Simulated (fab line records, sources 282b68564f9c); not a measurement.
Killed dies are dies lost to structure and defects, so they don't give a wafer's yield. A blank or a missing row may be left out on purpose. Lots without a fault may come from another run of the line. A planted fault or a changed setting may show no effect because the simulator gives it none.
A struck lot beside a sound one | flow rit_cmos | 21 steps out of a route of 202
Sound: wafers L759.1, L759.3, L759.6. Struck: wafers L754.3, L754.4, L754.5. The cause comes at the end.
At each step with rows: each side's tool, then ch and its chambers, then its first start. Under that, the readings that differ: sound wafers | struck wafers | difference of the means | sigmas: that difference in standard deviations of wafers without a fault.
alike: readings whose means differ by less than 2 such deviations, and words and numbers that are the same on both sides. not compared: withheld readings, readings that some wafer has no value for, bounds like >300 that may hide the same value, and numbers for which the record gives no deviation and whose values overlap.
The two part at a step that has a row with sigmas, a row that says differs or no value, or rows on one side only. Numbers that don't overlap but have no deviation are shown without sigmas and don't part them. A reading that every wafer of one side lacks parts them only if that side has two wafers or more.

first, 2 steps without rows for these wafers: RIT_NLDD_HMDS_00 (prime time 60 s); RIT_NLDD_COAT_01 (resist thk 1000 nm).
RIT_NLDD_SOFTBAKE_02: time 62.18 s.
  sound on litho_track-03 ch 0, day 7 07:35; struck on litho_track-03 ch 0, day 6 07:26
  alike: exhaust_pa, plate_sensor_t_centre_C, plate_sensor_t_edge_C
then, 3 steps without rows for these wafers: RIT_NLDD_EXPOSE_03 (exposes mask M7, target cd 40700 nm); RIT_NLDD_PEB_04; RIT_NLDD_DEVELOP_05 (develop time 50 s).
RIT_NLDD_OVL_MEAS_06:
  sound on overlay-01, day 7 08:08; struck on overlay-02, day 6 07:57
  alike: NLDD_OVL
then, 2 steps without rows for these wafers: RIT_NLDD_HARDBAKE_07 (time 60 s); RIT_NLDD_IMPLANT_08.
RIT_NLDD_STRIP_09: strips in O2, time 180 s.
  sound on plasma_asher-02 ch 1, day 7 08:29; struck on plasma_asher-01 ch 0,1, day 6 08:20
  alike: drypump_motor_current_A
  not compared: rf_hours_counter_h
RIT_NLDD_TW_MEAS_10:
  sound on film_metro-01, day 7 08:40; struck on film_metro-01, day 6 08:28
  alike: NLDD_TW
then, 1 step without rows for these wafers: RIT_PLDD_HMDS_00 (prime time 60 s).
RIT_PLDD_COAT_01: resist thk 1000 nm.
  sound on litho_track-03 ch 0, day 7 08:52; struck on litho_track-02 ch 0, day 6 08:43
  reading                                   | sound          | struck            | difference | sigmas
  model.NOVOLAK_of_PLDD_COAT_01.thk_nm (nm) | 1001 1002 1001 | 911.3 911.6 909.7 | -90.5      |
  alike: exhaust_pa
then, 4 steps without rows for these wafers: RIT_PLDD_SOFTBAKE_02 (time 60 s); RIT_PLDD_EXPOSE_03 (exposes mask M8, target cd 40900 nm); RIT_PLDD_PEB_04; RIT_PLDD_DEVELOP_05 (develop time 50 s).
RIT_PLDD_OVL_MEAS_06:
  sound on overlay-01, day 7 09:34; struck on overlay-02, day 6 09:30
  alike: PLDD_OVL
RIT_PLDD_HARDBAKE_07: time 60 s.
  sound on litho_track-03 ch 0, day 7 09:37; struck on litho_track-03 ch 0, day 6 09:34
  reading                                   | sound           | struck            | difference | sigmas
  model.NOVOLAK_of_PLDD_COAT_01.thk_nm (nm) | 885 885.1 884.4 | 806.2 806.5 804.7 | -79.0      |
  alike: exhaust_pa
then, 1 step without rows for these wafers: RIT_PLDD_IMPLANT_08.
RIT_M1_PROBE_99:
  sound on prober-01, day 8 00:29; struck on prober-02, day 6 23:44
  alike: killed_at_M0_to_M3, killed_at_contacts, killed_at_front_end, killed_dies, killed_open, killed_short

WHERE THEY PART
Nowhere in this record.

WHY: what the simulator had put in
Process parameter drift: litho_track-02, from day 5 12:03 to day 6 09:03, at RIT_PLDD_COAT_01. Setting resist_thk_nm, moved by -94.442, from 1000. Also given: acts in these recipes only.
